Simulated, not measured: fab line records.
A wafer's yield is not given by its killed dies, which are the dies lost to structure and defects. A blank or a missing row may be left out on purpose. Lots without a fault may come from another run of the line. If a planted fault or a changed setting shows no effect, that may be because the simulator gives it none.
fab line records + flow ritCmos
record
- lots=14
- wafers=42
- lastDay=7
route steps=202 shown NLDD@112
lots with no fault: from the same line, run without faults
startH: the number of hours between the record's first day and the start of the first shown wafer of the lot + waitH: time in hours since the lot's previous step + " identical to the entry in the row above + L1.1+2: one row covering several wafers at once + - no value present, or no start provided + * or withheld: withheld + < > ~ a bound
route shown NAME@n: NAME is a module with steps in the file, n the number in the route of the first one + usual: mean and standard deviation over wafers with no fault + same: alike in all rows + chamber/n: place in a boat + sites: the reading at each site + _std_site: standard deviation across them + _edge_site: the outer-site mean with the inner-site mean subtracted + radiusMm: how far each site lies from the wafer's centre + mask NAME#n: copy n + behind: the last tool/chamber to shape the wafer + hold: what put the lot on hold/how long, in hours/how the hold closed + device: whichever transistor did not switch (one of n, p or np) + end of line: at the end of the route, the tests of the same wafers + where a step has no rows: the recipe by itself + killed: dies lost to structure and defects at the first sort, not the wafer's yield + map: shows each die of a wafer: x if killed, . if not, _ if none is there
set.NAME: the setting the step ran with; set.NAME@STEP: the setting that earlier step ran with + model.NAME: the simulator's own value behind a step, which no gauge read
one table for each step of the route and one row for each wafer, over a sample of lots
services: from which hour (startH, from the record's first day; less than 0 if before it) a tool's chamber was out of use, for how many hours, and why
## steps
# step RIT_NLDD_STRIP_09
# recipe
- chemistry=O2
- timeS=180
- resist=NOVOLAK
- platenTempC=withheld
- powerW=500
- pressureMtorr=4000
- o2FlowSccm=4000
# usual
- chamberPressureMTorr=4000/3.4
- drypumpMotorCurrentA=5.93/0.18
- o2FlowSccm=3999/12
| lot.wafer | tool           | chamber | startH | waitH | chamberPressureMTorr | drypumpMotorCurrentA | o2FlowSccm | rfHoursCounterH |
|-----------|----------------|---------|--------|-------|----------------------|----------------------|------------|-----------------|
| L577.1    | plasmaAsher-02 | 0       | 46.14  | 0.1   | 4000                 | 5.94                 | 4020       | 39              |
| L577.2    | "              | 1       | "      | "     | 3999                 | 5.85                 | 3988       | 39              |
| L577.3    | "              | 1       | "      | "     | 4002                 | 5.87                 | 3998       | -               |
| L578.1    | plasmaAsher-03 | 1       | 56.89  | 0.1   | 3998                 | 6.27                 | 3995       | 45              |
| L578.4    | "              | 1       | "      | "     | 4000                 | 6.29                 | 3992       | -               |
| L578.5    | "              | 0       | "      | "     | 3997                 | 5.94                 | 3999       | -               |
| L579.2    | plasmaAsher-03 | 1       | 60.63  | 0.1   | 4003                 | 6.29                 | 4001       | 45              |
| L579.4    | "              | 1       | "      | "     | 4000                 | 6.29                 | 4004       | -               |
| L579.6    | "              | 1       | "      | "     | 4007                 | 6.29                 | 3987       | -               |
| L580.2    | plasmaAsher-02 | 1       | 63.51  | 0.1   | 4002                 | 5.85                 | 3983       | 41              |
| L580.3    | "              | 1       | "      | "     | 4002                 | 5.84                 | 4002       | -               |
| L580.6    | "              | 1       | "      | "     | 3999                 | 5.89                 | 3983       | -               |
| L581.2    | plasmaAsher-01 | 1       | 69.97  | 0.1   | 4003                 | 6.08                 | 4009       | 38              |
| L581.3    | "              | 0       | "      | "     | 3999                 | 5.59                 | 4019       | -               |
| L581.6    | "              | 0       | "      | "     | 3999                 | 5.59                 | 4020       | -               |
| L582.1    | plasmaAsher-02 | 1       | 73.45  | 0.1   | 4001                 | 5.87                 | 4010       | 42              |
| L582.4    | "              | 1       | "      | "     | 3996                 | 5.86                 | 3998       | -               |
| L582.6    | "              | 0       | "      | "     | 3991                 | 5.94                 | 3981       | -               |
| L583.1    | plasmaAsher-02 | 0       | 78.77  | 0.1   | 3999                 | 5.98                 | 4007       | 43              |
| L583.3    | "              | 1       | "      | "     | 3999                 | 5.86                 | 4012       | -               |
| L583.6    | "              | 0       | "      | "     | 3997                 | 5.96                 | 4017       | -               |
| L584.2    | plasmaAsher-02 | 1       | 85.30  | 0.1   | 3999                 | 5.91                 | 3997       | 44              |
| L584.3    | "              | 0       | "      | "     | 3991                 | 5.94                 | 3987       | -               |
| L584.5    | "              | 1       | "      | "     | 3998                 | 5.84                 | 3972       | -               |
| L586.3    | plasmaAsher-01 | 1       | 89.89  | 0.1   | 4001                 | 6.06                 | 4023       | -               |
| L586.4    | "              | 0       | "      | "     | 4004                 | 5.54                 | 4006       | -               |
| L586.5    | "              | 0       | "      | "     | 3999                 | 5.58                 | 4000       | -               |
| L587.1    | plasmaAsher-01 | 1       | 98.59  | 0.1   | 4001                 | 6.02                 | 4002       | 42              |
| L587.2    | "              | 0       | "      | "     | 4001                 | 5.58                 | 3979       | 42              |
| L587.3    | "              | 1       | "      | "     | 3997                 | 6.03                 | 4007       | -               |
| L588.2    | plasmaAsher-02 | 1       | 104.23 | 0.1   | 4001                 | 5.86                 | 4006       | 46              |
| L588.3    | "              | 1       | "      | "     | 4002                 | 5.86                 | 4007       | -               |
| L588.6    | "              | 1       | "      | "     | 3997                 | 5.85                 | 4002       | -               |
| L590.2    | plasmaAsher-02 | 0       | 111.45 | 0.1   | 3996                 | 5.95                 | 3999       | 47              |
| L590.3    | "              | 1       | "      | "     | 1995                 | 5.89                 | 3981       | -               |
| L590.5    | "              | 0       | "      | "     | 3998                 | 5.97                 | 3996       | -               |
| L592.1    | plasmaAsher-02 | 0       | 120.62 | 0.1   | 4001                 | 5.95                 | 4000       | 48              |
| L592.3    | "              | 0       | "      | "     | 4004                 | 5.95                 | 4012       | -               |
| L592.4    | "              | 1       | "      | "     | 1994                 | 5.87                 | 4001       | -               |
| L599.3    | plasmaAsher-01 | 0       | 157.51 | 0.1   | 3997                 | 5.56                 | 4002       | -               |
| L599.5    | "              | 0       | "      | "     | 4004                 | 5.55                 | 3990       | -               |
| L599.6    | "              | 1       | "      | "     | 3999                 | 6.07                 | 4010       | -               |
## services
| tool           | chamber | startH | hours | kind      |
|----------------|---------|--------|-------|-----------|
| plasmaAsher-01 | -       | 108.75 | 9.0   | pm        |
| plasmaAsher-01 | 0       | 108.75 | 9.0   | ventCycle |
| plasmaAsher-01 | 1       | 108.75 | 9.0   | ventCycle |
| plasmaAsher-01 | 0       | 117.75 | -     | clean     |
| plasmaAsher-01 | 1       | 117.75 | -     | clean     |
| plasmaAsher-03 | -       | 147.35 | 23.8  | pm        |
## key
firstSign
- step=RIT_NLDD_STRIP_09
- reading=chamberPressureMTorr
- direction=down
- sigmas=99+
- usual=4000
- struck=1995
effect none on later readings
metAt RIT_NLDD_STRIP_09
struckLots L590,L592
struckWafers L590.3,L592.4
testerLeftOut L590,L592
onsetBetween 104.23 111.45
fault
- kind=processParameterDrift
- tool=plasmaAsher-02
- chamber=1
- onsetH=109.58
- steps=RIT_NLDD_STRIP_09
- channel=pressureMtorr
- offset=-2000
- shape=step
- endH=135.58
- actsIn=theseRecipesOnly
- stated=4000
# testerLeftOut: of these lots the tester's yield and bins aren't shown, on N5 and GAA mostly nor the transistor test; their killed dies are dies lost to structure and defects alone, not to doping, threshold or leakage, so they don't give the yield
